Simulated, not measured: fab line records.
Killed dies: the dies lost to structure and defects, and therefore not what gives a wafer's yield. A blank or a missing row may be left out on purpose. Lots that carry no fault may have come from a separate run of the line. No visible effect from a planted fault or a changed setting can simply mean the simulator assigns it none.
Tool commonality check | flow berkeley cmos170 | Sample size 13 lots and 39 wafers

WHY THIS WAS OPENED
UCB170_CONTACT_THK_MEAS_02, reading CONTACT_PSG_THK: flagged on 1 of 13 lots. No-fault wafers: 697 nm, standard deviation 5.3.
Rule: a lot gets a flag if all its wafers with a number sit over 4 standard deviations from that mean, or if no wafer of it has a number. All remaining lots are regarded as sound.

lot  | measured     | on            | CONTACT_PSG_THK (nm), wafer by wafer | flag
L832 | day 9 01:33  | film metro-02 | 695 708 696                          |
L833 | day 9 01:34  | film metro-01 | 698 693 697                          |
L834 | day 9 01:44  | film metro-04 | 690 687 688                          |
L835 | day 9 18:25  | film metro-01 | 698 691 689                          |
L837 | day 10 11:37 | film metro-04 | 699 701 698                          |
L840 | day 10 13:23 | film metro-04 | 694 696 697                          |
L839 | day 10 13:24 | film metro-02 | 684 694 691                          |
L838 | day 10 13:27 | film metro-04 | 702 702 701                          |
L842 | day 10 22:35 | film metro-04 | 697 698 694                          |
L849 | day 12 09:21 | film metro-04 | 977 977 974                          | FLAGGED
L851 | day 12 19:02 | film metro-01 | 707 704 706                          |
L853 | day 12 19:03 | film metro-02 | 693 692 692                          |
L854 | day 13 14:41 | film metro-04 | 693 696 695                          |
The numbers of the flagged lots are 976 nm on average: +279 nm against the usual, or +53 standard deviations.

WHICH TOOL EACH LOT WENT THROUGH
The record keeps 1 process step preceding the reading, out of 331 steps on the route. Every cell lists first the tool, next ch and the chambers used by the sampled wafers, and last the start.
lot  | flag    | UCB170_CONTACT_CVD_01
L832 |         | lpcvd-01 ch 0, day 8 23:46
L833 |         | lpcvd-01 ch 1, day 8 23:46
L834 |         | lpcvd-02 ch 1, day 8 23:56
L835 |         | lpcvd-01 ch 1, day 9 16:37
L837 |         | lpcvd-01 ch 0, day 10 09:49
L840 |         | lpcvd-01 ch 1, day 10 11:36
L839 |         | lpcvd-01 ch 0, day 10 11:36
L838 |         | lpcvd-01 ch 0, day 10 11:36
L842 |         | lpcvd-01 ch 1, day 10 19:54
L849 | FLAGGED | lpcvd-01 ch 1, day 12 07:34
L851 |         | lpcvd-02 ch 1, day 12 17:15
L853 |         | lpcvd-02 ch 0, day 12 17:15
L854 |         | lpcvd-02 ch 0, day 13 12:55
What the steps here do:
- UCB170_CONTACT_CVD_01: deposits PSG from SiH4/O2/PH3, target thk 700 nm, time 2820 s.
- UCB170_CONTACT_THK_MEAS_02

FLAGGED OVER TOTAL, TOOL BY TOOL (the gauges that took the reading come last)
step                       | tool          | lots run | flagged | share of the flagged lots | sound lots run after its first flagged lot
UCB170_CONTACT_CVD_01      | lpcvd-01      | 9        | 1       | all                       | 0
UCB170_CONTACT_CVD_01      | lpcvd-02      | 4        | 0       | none                      | -
UCB170_CONTACT_THK_MEAS_02 | film metro-01 | 3        | 0       | none                      | -
UCB170_CONTACT_THK_MEAS_02 | film metro-02 | 3        | 0       | none                      | -
UCB170_CONTACT_THK_MEAS_02 | film metro-04 | 7        | 1       | all                       | 1 (L854)

THE TABLE: WHAT IT ALLOWS
lpcvd-01 at UCB170_CONTACT_CVD_01 and film metro-04 at UCB170_CONTACT_THK_MEAS_02 are the 2 rows of the table that ran each flagged lot.
- lpcvd-01 at UCB170_CONTACT_CVD_01 ran 9 lots, 1 of them flagged. It ran its last sound lot, L842, at day 10 19:54 and its first flagged lot, L849, at day 12 07:34: a fault with its onset between the two fits.
- film metro-04 at UCB170_CONTACT_THK_MEAS_02 ran 7 lots, 1 of them flagged. Sound lots followed the first flagged one (L854) on it, something a lasting fault affecting the whole tool could not allow.
lpcvd-01 at UCB170_CONTACT_CVD_01 is the single tool remaining.

WHAT THE SIMULATOR PUT IN
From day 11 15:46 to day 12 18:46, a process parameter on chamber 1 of lpcvd-01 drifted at UCB170_CONTACT_CVD_01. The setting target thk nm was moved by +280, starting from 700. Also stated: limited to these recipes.
Struck lots among those shown: L849. Same finding as the rule above.
